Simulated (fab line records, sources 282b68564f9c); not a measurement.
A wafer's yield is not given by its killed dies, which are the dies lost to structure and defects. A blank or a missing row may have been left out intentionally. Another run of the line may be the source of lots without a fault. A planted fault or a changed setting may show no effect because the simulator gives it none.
fab line records    flow rit-cmos
record lots=6  wafers=18  last-day=7
route steps=202 shown M1@184
lots that met no fault: from a run of the same line without faults
start-h: hours from the record's first day to the start of the lot's first wafer shown    wait-h: hours from the lot's prior step to this one    " same as the row above    L1.1+2: a single row standing in for several wafers    - no value present, or no start provided    * or withheld: withheld    < > ~ a bound
route shown NAME@n: a module of which the file shows steps, and the number in the route of the first    usual: average and standard deviation across the fault-free wafers    same: alike in all rows    chamber/n: place in a boat    sites: readings site by site    _std_site: standard deviation of those values    _edge_site: the outer-site mean with the inner-site mean subtracted    radius-mm: how far each site lies from the wafer's centre    mask NAME#n: copy n    behind: tool/chamber where the wafer was last shaped    hold: why the lot went on hold/how many hours it stayed there/how the hold came to an end    device: transistor that didn't switch, given as n, p or np    end of line: the same wafers' tests at the end of the route    a step without rows: its recipe alone    killed: the dies lost at the first sort to structure and to defects; this is not the yield of the wafer    map: shows each die of a wafer: x if killed, . if not, _ if none is there
set.NAME: setting as actually run; set.NAME@STEP: the setting as run at that earlier step    model.NAME: the simulator's own value behind a step, which no gauge read
certain route steps with their lots: each step a table, each wafer a row
services: the hour from which a tool's chamber was out of use, counted from the record's first day as start-h (under 0 if before that day), plus the number of hours and why
## steps
# step RIT_M1_SPUTTER_00
# recipe material=Al  target-thk-nm=400  power-w=1940  chamber-pressure-pa=0.4  gas=Ar  time-s=500  substrate-temp-c=25
# usual throttle-valve-pct=30.2/1.3
lot.wafer  tool            chamber  start-h  wait-h  throttle-valve-pct
L654.1     pvd-sputter-01  -        68.34    0.0     30.8
L654.2     "               -        "        "       30.2
L654.4     "               -        "        "       30.2
L662.1     pvd-sputter-03  -        114.35   0.0     31.7
L662.3     "               -        "        "       30.3
L662.4     "               -        "        "       29.5
L668.1     pvd-sputter-01  -        145.44   0.0     30.2
L668.4     "               -        "        "       30.6
L668.5     "               -        "        "       30.1
L670.1     pvd-sputter-03  -        150.27   0.0     31.8
L670.5     "               -        "        "       31.6
L670.6     "               -        "        "       31.5
L672.2     pvd-sputter-03  -        170.32   0.0     30.3
L672.3     "               -        "        "       29.6
L672.6     "               -        "        "       30.4
L674.2     pvd-sputter-04  -        172.59   0.0     29.6
L674.5     "               -        "        "       27.9
L674.6     "               -        "        "       31.9
# step RIT_M1_RS_MEAS_01
# recipe thk-meas-gauge=four-point-probe  reads=Al_of_M1_SPUTTER_00
# usual M1_AL_RS=0.0753/0.00067
lot.wafer  tool           chamber  start-h  wait-h  M1_AL_RS[ohm/sq]
L654.1     film-metro-03  -        68.64    0.1     0.0753
L654.2     "              -        "        "       0.0754
L654.4     "              -        "        "       0.0753
L662.1     film-metro-04  -        114.65   0.1     0.0755
L662.3     "              -        "        "       0.0755
L662.4     "              -        "        "       0.0749
L668.1     film-metro-03  -        145.74   0.1     0.0746
L668.4     "              -        "        "       0.0749
L668.5     "              -        "        "       0.0745
L670.1     film-metro-04  -        150.57   0.1     0.0758
L670.5     "              -        "        "       0.0759
L670.6     "              -        "        "       0.0759
L672.2     film-metro-03  -        170.63   0.2     0.0761
L672.3     "              -        "        "       0.0758
L672.6     "              -        "        "       0.0751
L674.2     film-metro-03  -        172.91   0.2     0.0754
L674.5     "              -        "        "       0.0762
L674.6     "              -        "        "       0.0739
# step RIT_M1_THK_MEAS_02
# recipe thk-meas-gauge=xrf  reads=Al_of_M1_SPUTTER_00
# usual M1_AL_THK=385/4.8
lot.wafer  tool           chamber  start-h  wait-h  M1_AL_THK[nm]
L654.1     film-metro-03  -        68.76    0.1     389
L654.2     "              -        "        "       389
L654.4     "              -        "        "       390
L662.1     film-metro-04  -        114.77   0.1     379
L662.3     "              -        "        "       379
L662.4     "              -        "        "       382
L668.1     film-metro-03  -        145.86   0.1     389
L668.4     "              -        "        "       390
L668.5     "              -        "        "       389
L670.1     film-metro-04  -        150.69   0.1     381
L670.5     "              -        "        "       382
L670.6     "              -        "        "       380
L672.2     film-metro-03  -        170.74   0.1     385
L672.3     "              -        "        "       385
L672.6     "              -        "        "       392
L674.2     film-metro-03  -        173.02   0.1     389
L674.5     "              -        "        "       386
L674.6     "              -        "        "       395
# step RIT_M1_HMDS_03
# recipe prime-time-s=60  prime-temp-c=140
# step RIT_M1_COAT_04
# recipe resist=NOVOLAK  spin-rpm=2000  resist-thk-nm=1300
# step RIT_M1_SOFTBAKE_05
# recipe resist=NOVOLAK  temp-c=90  time-s=60
# step RIT_M1_EXPOSE_06
# recipe mask-id=M12  na=0.6  source-shape=conventional  sigma-outer=0.5  target-cd-nm=2600  dose-mj=250
# step RIT_M1_PEB_07
# recipe resist=NOVOLAK  temp-c=withheld  time-s=withheld
# step RIT_M1_DEVELOP_08
# recipe resist=NOVOLAK  develop-time-s=68  dev-temp-c=23
# step RIT_M1_CD_MEAS_09
# recipe target-cd-nm=2600
# usual cd-nm=2599.4/2.5
lot.wafer  tool       chamber  start-h  wait-h  cd-nm
L654.1     cd-sem-02  -        69.70    -       2598.3
L654.2     "          -        "        "       2599.7
L654.4     "          -        "        "       2599.2
L662.1     cd-sem-02  -        115.83   -       2598.4
L662.3     "          -        "        "       2598.6
L662.4     "          -        "        "       2597.2
L668.1     cd-sem-01  -        146.88   -       2596.9
L668.4     "          -        "        "       2601.2
L668.5     "          -        "        "       2599.4
L670.1     cd-sem-01  -        151.63   -       2597.8
L670.5     "          -        "        "       2596.1
L670.6     "          -        "        "       2598.4
L672.2     cd-sem-01  -        171.93   -       2600.6
L672.3     "          -        "        "       2602.2
L672.6     "          -        "        "       2601.2
L674.2     cd-sem-01  -        174.09   -       2594.6
L674.5     "          -        "        "       2595.4
L674.6     "          -        "        "       2594.8
# step RIT_M1_OVL_MEAS_10
# usual M1_OVL=-0.9/1.4
lot.wafer  tool        chamber  start-h  wait-h  M1_OVL[nm]
L654.1     overlay-02  -        69.82    0.1     -1.0
L654.2     "           -        "        "       -1.0
L654.4     "           -        "        "       1.0
L662.1     overlay-02  -        115.95   0.1     -2.4
L662.3     "           -        "        "       -2.1
L662.4     "           -        "        "       -1.3
L668.1     overlay-01  -        147.00   0.1     -3.4
L668.4     "           -        "        "       -3.5
L668.5     "           -        "        "       -3.3
L670.1     overlay-01  -        151.75   0.1     0.2
L670.5     "           -        "        "       -2.2
L670.6     "           -        "        "       -1.7
L672.2     overlay-01  -        172.03   0.1     -0.3
L672.3     "           -        "        "       -1.7
L672.6     "           -        "        "       -0.8
L674.2     overlay-02  -        174.20   0.1     -3.8
L674.5     "           -        "        "       -3.7
L674.6     "           -        "        "       -3.7
# step RIT_M1_HARDBAKE_11
# recipe resist=NOVOLAK  temp-c=140  time-s=120
# step RIT_M1_METAL_ETCH_12
# recipe stop-on=SiO2  chemistry=Cl2/BCl3  target=Al  time-s=165  over-etch-frac=0.5  pressure-mtorr=103.9  target-depth-a=6000  rf-w=250  Cl2_flow_sccm=60  bcl3-flow-sccm=50
# usual drypump-motor-current-A=5.6/0.56  oes-product-au=0.764/0.0084  throttle-valve-pct=8.05/0.052
# same over-etch-frac=0.5
lot.wafer  tool          chamber  start-h  wait-h  drypump-motor-current-A  oes-product-au  rf-hours-counter-h  throttle-valve-pct  model.NOVOLAK_of_M1_COAT_04.thk-nm  model.M1.feature-depth-nm
L654.1     rie-metal-04  1        70.10    0.2     5.4                      0.763           4                   8.07                813.8                               422
L654.2     "             0        "        "       5.3                      0.756           4                   8.07                803                                 422.8
L654.4     "             1        "        "       5.4                      0.757           -                   8.06                809.8                               422.4
L662.1     rie-metal-02  1        116.24   0.2     5.3                      0.767           3                   8.04                805.4                               421.9
L662.3     "             1        "        "       5.3                      0.762           -                   8.02                798.6                               422.8
L662.4     "             0        "        "       4.9                      0.769           -                   8.07                824.7                               422.4
L668.1     rie-metal-04  0        147.29   0.2     5.3                      0.768           5                   8.06                791.1                               426.8
L668.4     "             1        "        "       5.5                      0.754           -                   8.05                811.7                               424
L668.5     "             1        "        "       5.5                      0.754           -                   8.05                814                                 424.6
L670.1     rie-metal-02  1        152.03   0.2     5.3                      0.762           3                   8.03                798.4                               421.4
L670.5     "             0        "        "       4.9                      0.708           -                   8.08                759.1                               425.4
L670.6     "             1        "        "       5.3                      0.764           -                   8.04                791                                 421.2
L672.2     rie-metal-02  1        172.31   0.2     5.3                      0.759           4                   8.01                794.9                               420
L672.3     "             0        "        "       4.9                      0.701           -                   8.09                760.8                               424.7
L672.6     "             1        "        "       5.3                      0.756           -                   8.02                799.5                               425.1
L674.2     rie-metal-04  0        174.48   0.2     5.3                      0.750           5                   8.06                792.1                               423.6
L674.5     "             1        "        "       5.5                      0.750           -                   8.07                809.4                               417
L674.6     "             0        "        "       5.4                      0.763           -                   8.05                788.4                               430.7
# step RIT_M1_STRIP_13
# recipe chemistry=nmp  resist=NOVOLAK  temp-c=80  time-s=600  dry=n2-spin
# step RIT_M1_PROBE_99
# usual defect-limited-yield=97.3/1.1  killed-at-contacts=0.1/0.28  killed-at-front-end=7.0/2.9  killed-dies=7.0/2.9  killed-open=3.4/2.1  killed-short=3.6/1.7
# same gross-dies=264  killed_at_M0_to_M3=0  killed_at_M4_up=0  killed-at-back-side=0  killed-at-other=0
lot.wafer  tool       chamber  start-h  wait-h  defect-limited-yield[%]  killed-at-contacts  killed-at-front-end  killed-dies  killed-open  killed-short  model.etest.antenna-m1.vt-shift-v
L654.1     prober-01  -        72.36    0.1     98.1                     0                   5                    5            3            2             -0.01014
L654.2     prober-01  -        72.41    0.1     97.3                     1                   6                    7            4            3             -0.01014
L654.4     prober-01  -        72.51    0.2     96.6                     0                   9                    9            4            5             -0.008704
L662.1     prober-02  -        118.51   0.1     97.0                     0                   8                    8            4            4             -0.01288
L662.3     prober-02  -        118.61   0.2     97.7                     1                   5                    6            2            4             -0.009212
L662.4     prober-02  -        118.66   0.2     96.6                     0                   9                    9            6            3             -0.01017
L668.1     prober-02  -        149.54   0.1     96.6                     0                   9                    9            5            4             -0.01336
L668.4     prober-02  -        149.69   0.2     95.8                     0                   11                   11           7            4             -0.01251
L668.5     prober-02  -        149.74   0.2     96.6                     0                   9                    9            3            6             -0.005675
L670.1     prober-01  -        155.54   0.1     97.7                     0                   6                    6            3            3             -0.01246
L670.5     prober-01  -        155.74   0.2     97.3                     0                   7                    7            3            4             -0.01654
L670.6     prober-01  -        155.79   0.2     98.5                     0                   4                    4            1            3             -0.0105
L672.2     prober-02  -        174.79   0.1     95.1                     0                   13                   13           10           3             -0.01585
L672.3     prober-02  -        174.84   0.2     97.0                     0                   8                    8            2            6             -0.01423
L672.6     prober-02  -        174.99   0.2     96.6                     0                   9                    9            5            4             -0.0083
L674.2     prober-01  -        176.78   0.1     98.1                     0                   5                    5            3            2             -0.01217
L674.5     prober-01  -        176.93   0.2     97.7                     0                   6                    6            4            2             -0.01225
L674.6     prober-01  -        176.98   0.2     97.0                     0                   8                    8            3            5             -0.01677
# killed by level:class
L654.1 FOX1:geometric-particle:short=1 GATE:geometric-particle:short=1 GATE:geometric-particle:open=1 REOX:geometric-particle:open=1 SILICIDE:geometric-particle:open=1
L654.2 FOX1:geometric-particle:short=3 GATE:geometric-particle:open=1 REOX:geometric-particle:open=1 SILICIDE:geometric-particle:open=1 CONTACT:geometric-particle:open=1
L654.4 FOX1:geometric-particle:short=3 GATE:geometric-particle:open=3 GATE:geometric-particle:short=2 SILICIDE:geometric-particle:open=1
L662.1 FOX1:geometric-particle:short=2 FOX1:geometric-particle:open=2 FOX2:geometric-particle:short=1 GATE:geometric-particle:short=1 GATE:geometric-particle:open=1 SILICIDE:geometric-particle:open=1
L662.3 GATE:geometric-particle:short=2 FOX1:geometric-particle:open=1 FOX2:geometric-particle:open=1 SPACER:geometric-particle:short=1 CONTACT:geometric-particle:short=1
L662.4 FOX1:geometric-particle:open=2 SPACER:geometric-particle:open=2 GATE:geometric-particle:short=1 GATE:geometric-particle:open=1 REOX:geometric-particle:open=1 REOX:geometric-particle:short=1 SILICIDE:geometric-particle:short=1
L668.1 GATE:geometric-particle:short=4 GATE:geometric-particle:open=2 SPACER:geometric-particle:open=2 REOX:geometric-particle:open=1
L668.4 GATE:geometric-particle:open=4 SPACER:geometric-particle:short=3 SPACER:geometric-particle:open=2 FOX2:geometric-particle:open=1 REOX:geometric-particle:short=1
L668.5 FOX2:geometric-particle:open=2 REOX:geometric-particle:short=2 SPACER:geometric-particle:short=2 FOX1:geometric-particle:short=1 REOX:geometric-particle:open=1 SILICIDE:geometric-particle:short=1
L670.1 GATE:geometric-particle:open=2 GATE:geometric-particle:short=2 SPACER:geometric-particle:short=1 SILICIDE:geometric-particle:open=1
L670.5 GATE:geometric-particle:open=3 FOX1:geometric-particle:short=1 FOX2:geometric-particle:short=1 SPACER:geometric-particle:short=1 SILICIDE:geometric-particle:short=1
L670.6 GATE:geometric-particle:short=2 FOX2:geometric-particle:open=1 SPACER:geometric-particle:short=1
L672.2 GATE:geometric-particle:open=3 SILICIDE:geometric-particle:open=3 SPACER:geometric-particle:open=2 ACTIVE:geometric-particle:short=1 FOX1:geometric-particle:open=1 FOX2:geometric-particle:open=1 GATE:geometric-particle:short=1 REOX:geometric-particle:short=1
L672.3 GATE:geometric-particle:short=4 FOX1:geometric-particle:short=1 FOX1:geometric-particle:open=1 FOX2:geometric-particle:open=1 SPACER:geometric-particle:short=1
L672.6 SPACER:geometric-particle:open=3 GATE:geometric-particle:short=2 FOX2:geometric-particle:short=1 GATE:geometric-particle:open=1 REOX:geometric-particle:open=1 SPACER:geometric-particle:short=1
L674.2 SPACER:geometric-particle:open=3 FOX1:geometric-particle:short=1 SILICIDE:geometric-particle:short=1
L674.5 FOX1:geometric-particle:open=3 FOX2:geometric-particle:short=1 FOX2:geometric-particle:open=1 GATE:geometric-particle:short=1
L674.6 GATE:geometric-particle:short=2 GATE:geometric-particle:open=2 SPACER:geometric-particle:short=2 REOX:geometric-particle:short=1 REOX:geometric-particle:open=1
## services
tool            chamber  start-h  hours  kind
pvd-sputter-04  -        47.80    1.7    repair
pvd-sputter-04  -        92.36    1.4    repair
pvd-sputter-01  -        111.26   4.3    repair
rie-metal-02    -        170.45   0.9    repair
## key
first-sign step=RIT_M1_METAL_ETCH_12  reading=oes-product-au  direction=down  sigmas=7.1  usual=0.764  struck=0.704
effect none on later readings
model-effect step=RIT_M1_METAL_ETCH_12  value=NOVOLAK_of_M1_COAT_04.thk-nm  without=815.5  struck=760
model-effect step=RIT_M1_PROBE_99  value=etest.antenna-m1.vt-shift-v  without=-0.01073  struck=-0.01539
met-at RIT_M1_METAL_ETCH_12
struck-wafers L670.5,L672.3
onset-between 116.24 152.03
fault kind=process-parameter-drift  tool=rie-metal-02  chamber=0  onset-h=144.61  steps=RIT_M1_METAL_ETCH_12  channel=target-depth-a  offset=1038.2  shape=step  end-h=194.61  stated=6000
